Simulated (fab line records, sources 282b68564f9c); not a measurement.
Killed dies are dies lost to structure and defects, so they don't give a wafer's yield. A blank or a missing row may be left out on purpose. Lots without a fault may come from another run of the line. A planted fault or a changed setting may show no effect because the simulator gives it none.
Split-lot experiment | flow rit_cmos | 5 lots, 23 wafers read, on a route of 202 steps

THE SPLIT
At RIT_PWELL_COAT_01 (resist thk 1300 nm), the setting spin_rpm was moved away from the recipe's 2000 rpm on 6 of the 23 wafers read, by -2.4% to +5.1%. The other wafers ran this setting at the recipe's value.

FROM THE SPLIT TO THE READING: what the file shows between them, 3 steps
- RIT_PWELL_SOFTBAKE_02: time 60 s
- RIT_PWELL_EXPOSE_03: exposes mask M3, target cd 43700 nm
- RIT_PWELL_DEVELOP_05: develop time 68 s

THE READING
NOVOLAK_of_PWELL_COAT_01.thk_nm (the simulator's own value, which no gauge read), in nm, at RIT_PWELL_HARDBAKE_07 (time 120 s). The file gives no usual value for it. The 17 wafers here that ran the recipe average 1141 nm, standard deviation 2.3 nm.

wafer  | tool, chamber at the split | spin_rpm as run, rpm | against the recipe | NOVOLAK_of_PWELL_COAT_01.thk_nm, nm | against lot-mates on the recipe
L078.1 | litho_track-01, 0          | 2000                 | recipe             | 1140                                | -
L078.2 | litho_track-01, 0          | 2000                 | recipe             | 1143                                | -
L078.3 | litho_track-01, 0          | 2000                 | recipe             | 1142                                | -
L078.5 | litho_track-01, 0          | 2102                 | +5.1%              | 1111                                | -31
L078.6 | litho_track-01, 0          | 2102                 | +5.1%              | 1109                                | -33
L079.1 | litho_track-04, 0          | 2047                 | +2.4%              | 1128                                | -11
L079.2 | litho_track-04, 0          | 2000                 | recipe             | 1137                                | -
L079.3 | litho_track-04, 0          | 2000                 | recipe             | 1140                                | -
L079.5 | litho_track-04, 0          | 2047                 | +2.4%              | 1127                                | -12
L079.6 | litho_track-04, 0          | 2000                 | recipe             | 1141                                | -
L080.2 | litho_track-01, 0          | 2000                 | recipe             | 1142                                | -
L080.4 | litho_track-01, 0          | 2000                 | recipe             | 1139                                | -
L080.6 | litho_track-01, 0          | 2000                 | recipe             | 1138                                | -
L081.2 | litho_track-01, 0          | 1951                 | -2.4%              | 1155                                | +16
L081.3 | litho_track-01, 0          | 2000                 | recipe             | 1138                                | -
L081.4 | litho_track-01, 0          | 2000                 | recipe             | 1139                                | -
L081.5 | litho_track-01, 0          | 2000                 | recipe             | 1141                                | -
L081.6 | litho_track-01, 0          | 1951                 | -2.4%              | 1157                                | +18
L085.1 | litho_track-03, 0          | 2000                 | recipe             | 1146                                | -
L085.2 | litho_track-03, 0          | 2000                 | recipe             | 1143                                | -
L085.3 | litho_track-03, 0          | 2000                 | recipe             | 1143                                | -
L085.4 | litho_track-03, 0          | 2000                 | recipe             | 1144                                | -
L085.5 | litho_track-03, 0          | 2000                 | recipe             | 1142                                | -

THE FIT
A straight line over all 23 wafers: NOVOLAK_of_PWELL_COAT_01.thk_nm changes by -6.05 nm for each +1% of spin_rpm; r = -0.98; the points scatter about the line by 2.2 nm.
The same after taking each lot's own level away (the mean of its wafers on the recipe; 23 wafers): -6.18 nm for each +1%; r = -0.99; scatter 1.6 nm.
On that fit, the largest move of spin_rpm shifts the reading by 32 nm.
The lots' own levels span 1139.3 to 1143.6 nm, that is 1.8 times the standard deviation above.
So the lot-to-lot level changes the slope little: the two slopes agree.
Check: with one of the wafers moved furthest among these (+5.1%) left out of the fit, the line predicts -31.4 nm for it against its lot-mates. It came out at -30.7 nm against them.

OTHER SPLITS ON THESE WAFERS
These wafers also went through other splits before the reading. Each is held against what the fit with the lots' levels taken away leaves over:
other split on the same wafers | wafers away from the commonest value | r with NOVOLAK_of_PWELL_COAT_01.thk_nm (lot level and that fit taken away)
RIT_ACTIVE_OXIDATION_01 temp_c | 5                                    | -0.24
RIT_ACTIVE_SOFTBAKE_07 temp_c  | 10                                   | -0.13

THE WHOLE CHAIN: every reading that the file lists as answering this split, in the file's order
step                  | what it does       | reading                                                                          | change (the file's fit)              | r (the file's)
RIT_PWELL_COAT_01     | resist thk 1300 nm | NOVOLAK_of_PWELL_COAT_01.thk_nm (the simulator's own value, which no gauge read) | -7.11 nm for each +1% of the setting | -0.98
RIT_PWELL_HARDBAKE_07 | time 120 s         | NOVOLAK_of_PWELL_COAT_01.thk_nm (the simulator's own value, which no gauge read) | -6.12 nm for each +1% of the setting | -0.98

THE FILE'S OWN FIT
NOVOLAK_of_PWELL_COAT_01.thk_nm changes by -6.12 nm for each +1% of spin_rpm, r = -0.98.
